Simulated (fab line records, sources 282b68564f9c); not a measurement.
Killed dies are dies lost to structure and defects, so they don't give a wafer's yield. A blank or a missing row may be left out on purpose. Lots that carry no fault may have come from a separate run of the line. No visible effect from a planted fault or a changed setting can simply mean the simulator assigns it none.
The tool behind it: which one? + flow rit-cmos + 42 wafers from 14 lots sampled at 3 of the route's 202 steps

WHAT EACH GAUGE READ, for each wafer
RIT_PLDD_TW_MEAS_10.
| lot  | measured    | on            | PLDD_TW        |
|------|-------------|---------------|----------------|
| L201 | day 3 08:06 | film-metro-02 | 2346 2358 2348 |
| L202 | day 3 12:06 | film-metro-04 | 2306 2312 2313 |
| L203 | day 3 19:38 | film-metro-01 | 2358 2338 2351 |
| L204 | day 3 22:11 | film-metro-02 | 2342 2356 2339 |
| L205 | day 3 22:25 | film-metro-04 | 2317 2321 2313 |
| L206 | day 4 07:11 | film-metro-04 | 2310 2319 2306 |
| L207 | day 4 10:08 | film-metro-02 | 2356 2342 2348 |
| L208 | day 4 16:03 | film-metro-01 | 2369 2362 2363 |
| L209 | day 4 22:42 | film-metro-04 | 2332 2326 2328 |
| L211 | day 5 05:16 | film-metro-04 | 2299 2313 2293 |
| L212 | day 5 11:55 | film-metro-01 | 2347 2355 2360 |
| L215 | day 6 02:28 | film-metro-01 | 2298 2291 2309 |
| L216 | day 6 07:29 | film-metro-02 | 2290 2294 2273 |
| L217 | day 6 14:19 | film-metro-01 | 2307 2299 2303 |

RIT_SDANNEAL_RS_MEAS_06: uses a four-point probe to measure.
| lot  | measured    | on            | PLDD_RS (ohm/sq)  |
|------|-------------|---------------|-------------------|
| L201 | day 3 14:20 | film-metro-02 | 179.4 179.0 179.3 |
| L202 | day 3 20:53 | film-metro-04 | 178.2 178.6 178.0 |
| L203 | day 4 02:05 | film-metro-01 | 179.1 179.0 179.1 |
| L204 | day 4 05:13 | film-metro-04 | 178.6 178.4 178.0 |
| L205 | day 4 05:47 | film-metro-02 | 179.0 178.4 178.8 |
| L206 | day 4 13:25 | film-metro-02 | 178.6 178.7 178.4 |
| L207 | day 4 16:34 | film-metro-04 | 178.5 178.1 178.2 |
| L208 | day 4 22:11 | film-metro-01 | 178.7 178.7 178.5 |
| L209 | day 5 04:46 | film-metro-04 | 178.2 178.5 178.7 |
| L211 | day 5 11:39 | film-metro-02 | 178.8 178.8 178.6 |
| L212 | day 5 18:05 | film-metro-02 | 178.4 178.6 178.5 |
| L215 | day 6 08:41 | film-metro-04 | 185.4 185.8 184.9 |
| L216 | day 6 13:53 | film-metro-01 | 185.3 185.2 185.0 |
| L217 | day 6 21:46 | film-metro-02 | 185.6 185.7 185.9 |

WHAT TOOL EACH LOT RAN ON (gives the tool, then ch and the chambers of the sampled wafers, and finally the start)
| lot  | RIT_PLDD_IMPLANT_08            |
|------|--------------------------------|
| L201 | implanter-01 ch 0, day 3 07:48 |
| L202 | implanter-04 ch 0, day 3 11:47 |
| L203 | implanter-04 ch 0, day 3 19:19 |
| L204 | implanter-04 ch 0, day 3 21:52 |
| L205 | implanter-03 ch 0, day 3 22:05 |
| L206 | implanter-01 ch 0, day 4 06:51 |
| L207 | implanter-04 ch 0, day 4 09:49 |
| L208 | implanter-04 ch 0, day 4 15:44 |
| L209 | implanter-01 ch 0, day 4 22:22 |
| L211 | implanter-04 ch 0, day 5 04:58 |
| L212 | implanter-04 ch 0, day 5 11:35 |
| L215 | implanter-01 ch 0, day 6 02:11 |
| L216 | implanter-01 ch 0, day 6 07:09 |
| L217 | implanter-01 ch 0, day 6 14:00 |
- RIT_PLDD_IMPLANT_08

WHAT THE TOOLS THEMSELVES READ (means of the sampled wafers that have a number; where no wafer has one, the mark that the record gives instead)
RIT_PLDD_IMPLANT_08.
| lot  | tool         | beam-energy-keV | beam-on-s (s) |
|------|--------------|-----------------|---------------|
| L201 | implanter-01 | 19.999          | 10.15         |
| L202 | implanter-04 | 19.990          | 10.22         |
| L203 | implanter-04 | 19.999          | 9.92          |
| L204 | implanter-04 | 20.002          | 9.83          |
| L205 | implanter-03 | 19.993          | 10.06         |
| L206 | implanter-01 | 20.000          | 10.24         |
| L207 | implanter-04 | 19.997          | 10.05         |
| L208 | implanter-04 | 19.998          | 10.24         |
| L209 | implanter-01 | 20.000          | 9.67          |
| L211 | implanter-04 | 20.002          | 9.95          |
| L212 | implanter-04 | 19.999          | 9.88          |
| L215 | implanter-01 | 18.000          | 9.96          |
| L216 | implanter-01 | 17.998          | 9.80          |
| L217 | implanter-01 | 17.999          | 10.00         |

THE ANSWER, worked out from the rows above alone
Rule: usual is defined by the lots themselves. Put in order of their means at a reading, lots are off if they are a third of the lots or fewer, leave a main group of 4 or more, and stand apart from it by a gap of 3 or more times the standard deviation of the main group's means; of several such gaps the widest counts. Not used: any main group whose means are identical at the precision the tables above print for the reading. A lot without any number at a reading at which 4 lots or more have one is off too. Any other lot the step has rows for is counted as sound. After the gauges, taken in route order, come the tools' own readings; for these a lot's mean is taken, as printed above. The first step at which some lot is off is used, and at that step the reading that is off furthest; a lot without a number counts as furthest.
Off: at RIT_SDANNEAL_RS_MEAS_06 (PLDD_RS), L215, L216, L217. The main group has a mean of 178.6 ohm/sq with a standard deviation of 0.3.
If a tool, at a process step before that reading, ran all the lots that are off and no sound lot after the first of them, it fits. Not tried: the gauges at RIT_SDANNEAL_RS_MEAS_06; whatever is off there is also off at RIT_PLDD_IMPLANT_08, on other tools, and gauge error can't account for it. One fits: implanter-01 at RIT_PLDD_IMPLANT_08. Its last sound lot is L209 (day 4 22:22), its first lot that is off L215 (day 6 02:11): a fault that began between those two fits.
On the lots that are off, the tool's own readings at RIT_PLDD_IMPLANT_08 differ by more than 5 times the standard deviation of the sound lots' means, which bears it out; beam-energy-keV reads 17.999 there versus 19.998 on the sound lots.

WHAT THE SIMULATOR HAD PUT IN
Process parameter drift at RIT_PLDD_IMPLANT_08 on implanter-01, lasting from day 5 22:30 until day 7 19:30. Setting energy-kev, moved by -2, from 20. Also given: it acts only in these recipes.
Shown lots that were struck: L215, L216, L217. The rule above found the same.
